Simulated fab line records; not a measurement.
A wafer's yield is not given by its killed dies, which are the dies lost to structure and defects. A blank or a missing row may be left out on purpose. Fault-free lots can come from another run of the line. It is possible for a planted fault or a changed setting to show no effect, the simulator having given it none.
A lot that was struck, set against a sound lot / flow rit-cmos / 43 out of 202 route steps
Sound: wafers L367.1, L367.3, L367.5. Struck: wafer L379.1 (L379.2, L379.5, from the same lot, were not struck and are left out); the cause is given at the end.
Per side, at each step with rows, come the tool, then ch with its chambers, and then its first start. Under that, the readings that differ: sound wafers / struck wafers / difference of the means / sigmas: that difference in standard deviations of wafers without a fault.
alike: a reading whose means differ by less than 2 such deviations, as well as words and numbers matching on both sides. not compared: withheld readings; readings where some wafer has no value; bounds like >300 that might hide an equal value; numbers whose values overlap and for which the record gives no deviation.
A row with sigmas, a row that says differs or no value, or rows on one side alone: a step with any of these is where the two part. When numbers do not overlap yet have no deviation, they are printed without sigmas and do not part them. A reading missing from all wafers of one side parts the sides only when that side holds two or more wafers.

first, 1 step without rows for these wafers: RIT_SDANNEAL_RTA_03 (time 5 s).
RIT_SDANNEAL_RS_MEAS_04: uses a four-point probe to measure.
  sound on film-metro-03 at day 3 21:05; struck on film-metro-02 at day 6 08:16
  alike: PSD_RS
RIT_SDANNEAL_RS_MEAS_05: uses a four-point probe to measure.
  sound on film-metro-03 at day 3 21:12; struck on film-metro-02 at day 6 08:23
  alike: NSD_RS
RIT_SDANNEAL_RS_MEAS_06: uses a four-point probe to measure.
  sound on film-metro-03 at day 3 21:19; struck on film-metro-02 at day 6 08:31
  alike: PLDD_RS
RIT_SDANNEAL_RS_MEAS_07: uses a four-point probe to measure.
  sound on film-metro-03 at day 3 21:26; struck on film-metro-02 at day 6 08:38
  alike: NLDD_RS
then, 2 steps without rows for these wafers: RIT_SILICIDE_WET_ETCH_00 (etches SiO2 in BOE, target depth 14 nm, time 15 s); RIT_SILICIDE_SPUTTER_01 (material Ti, target thk 30 nm, time 240 s).
RIT_SILICIDE_RS_MEAS_02: uses a four-point probe to measure.
  sound on film-metro-01 at day 3 21:43; struck on film-metro-01 at day 6 08:55
reading=SILICIDE_TI_RS (ohm/sq); sound=48.3 48.8 48.5; struck=46.9; difference=-1.6; sigmas=-3
RIT_SILICIDE_THK_MEAS_03: measures by xrf.
  sound on film-metro-01 at day 3 21:50; struck on film-metro-01 at day 6 09:02
reading=SILICIDE_TI_THK (nm); sound=30.0 29.8 30.1; struck=31.0; difference=+1.0; sigmas=+3
RIT_SILICIDE_RTA_04: time 10 s, ramp up 5 s, ramp down 5 s.
  sound on rtp-anneal-01 ch 0, day 3 21:54; struck on rtp-anneal-01 ch 0, day 6 09:05
  alike: wafer_temp_C_max
then, 1 step without rows for these wafers: RIT_SILICIDE_WET_ETCH_05 (etches Ti in SPM, time 120 s).
RIT_SILICIDE_RTA_06: time 10 s, ramp up 5 s, ramp down 10 s.
  sound on rtp-anneal-02 ch 0, day 3 22:01; struck on rtp-anneal-02 ch 0, day 6 09:12
  alike: wafer_temp_C_max
RIT_CONTACT_CVD_00: deposits SiO2 from TEOS, target thk 400 nm, time 61 s.
  sound on pecvd-02 ch 0,1, day 3 22:05; struck on pecvd-02 ch 0, day 6 09:16
  alike: heater-power-w
RIT_CONTACT_THK_MEAS_01:
  sound on film-metro-04 at day 3 22:08; struck on film-metro-01 at day 6 09:19
  alike: CONTACT_TEOS_THK
then, 6 steps without rows for these wafers: RIT_CONTACT_HMDS_02 (prime time 60 s); RIT_CONTACT_COAT_03 (resist thk 1000 nm); RIT_CONTACT_SOFTBAKE_04 (time 60 s); RIT_CONTACT_EXPOSE_05 (exposes mask M11, target cd 1000 nm); RIT_CONTACT_PEB_06; RIT_CONTACT_DEVELOP_07 (develop time 120 s).
RIT_CONTACT_CD_MEAS_08 targets a cd of 1000 nm.
  sound on cd-sem-01 at day 3 23:10; struck on cd-sem-02 at day 6 10:20
  alike: cd-nm
RIT_CONTACT_OVL_MEAS_09:
  sound on overlay-01 at day 3 23:17; struck on overlay-02 at day 6 10:28
  alike: CONTACT_OVL
then, 1 step without rows for these wafers: RIT_CONTACT_HARDBAKE_10 (time 60 s).
RIT_CONTACT_ETCH_11: etches SiO2 in CHF3/CF4/Ar, stops on TiSi2, target depth 480 nm, time 315.2 s.
  sound on rie-diel-01 ch 0,1, day 3 23:28; struck on rie-diel-04 ch 3, day 6 10:47
reading=drypump-motor-current-A (A); sound=6.1 5.1 5.1; struck=6.6; difference=+1.2; sigmas=+3
reading=throttle-valve-pct (%); sound=9.06 8.80 8.81; struck=9.20; difference=+0.31; sigmas=+2
  alike: cf4-flow-sccm, oes-product-au
  not compared: rf-hours-counter-h
then, 1 step without rows for these wafers: RIT_CONTACT_STRIP_12 (strips in O2, time 180 s).
RIT_CONTACT_CD_MEAS_90 targets a cd of 1000 nm.
  sound on cd-sem-02 at day 3 23:50; struck on cd-sem-02 at day 6 11:09
  alike: cd-nm
then, 2 steps without rows for these wafers: RIT_CONTACT_CLEAN_13 (cleans in SC1, time 600 s); RIT_CONTACT_CLEAN_14 (cleans in SC2, time 600 s).
RIT_M1_SPUTTER_00: material Al, target thk 400 nm, time 500 s.
  sound on pvd-sputter-01 at day 4 00:20; struck on pvd-sputter-01 at day 6 11:37
  alike: throttle-valve-pct
RIT_M1_RS_MEAS_01: uses a four-point probe to measure.
  sound on film-metro-02 at day 4 00:38; struck on film-metro-04 at day 6 11:55
  alike: M1_AL_RS
RIT_M1_THK_MEAS_02: measures by xrf.
  sound on film-metro-02 at day 4 00:45; struck on film-metro-04 at day 6 12:02
  alike: M1_AL_THK
then, 6 steps without rows for these wafers: RIT_M1_HMDS_03 (prime time 60 s); RIT_M1_COAT_04 (resist thk 1300 nm); RIT_M1_SOFTBAKE_05 (time 60 s); RIT_M1_EXPOSE_06 (exposes mask M12, target cd 2600 nm); RIT_M1_PEB_07; RIT_M1_DEVELOP_08 (develop time 68 s).
RIT_M1_CD_MEAS_09 targets a cd of 2600 nm.
  sound on cd-sem-01 at day 4 01:41; struck on cd-sem-01 at day 6 13:05
  alike: cd-nm
RIT_M1_OVL_MEAS_10:
  sound on overlay-02 at day 4 01:49; struck on overlay-01 at day 6 13:13
  alike: M1_OVL
then, 1 step without rows for these wafers: RIT_M1_HARDBAKE_11 (time 120 s).
RIT_M1_METAL_ETCH_12: etches Al in Cl2/BCl3, stops on SiO2, time 165 s, target depth 600 nm.
  sound on rie-metal-03 ch 0,1, day 4 02:05; struck on rie-metal-03 ch 0, day 6 13:30
  alike: drypump-motor-current-A, oes-product-au, throttle-valve-pct
  not compared: rf-hours-counter-h
then, 1 step without rows for these wafers: RIT_M1_STRIP_13 (strips in nmp, time 600 s).
RIT_M1_PROBE_99:
  sound on prober-01 at day 4 04:21; struck on prober-02 at day 6 15:45
reading=killed_at_M0_to_M3; sound=1 0 0; struck=0; difference=+0; sigmas=-4
reading=killed-at-contacts; sound=0 0 0; struck=30; difference=+30; sigmas=+99 or more
reading=killed-dies; sound=11 7 4; struck=36; difference=+29; sigmas=+10
reading=killed-on-rim; sound=5 3 1; struck=9; difference=+6; sigmas=+4
  alike: killed-at-front-end, killed-open, killed-short

== WHERE THEY PART ==
First at RIT_SILICIDE_RS_MEAS_02; last, within this record, at RIT_M1_PROBE_99.

WHY: what the simulator had put in
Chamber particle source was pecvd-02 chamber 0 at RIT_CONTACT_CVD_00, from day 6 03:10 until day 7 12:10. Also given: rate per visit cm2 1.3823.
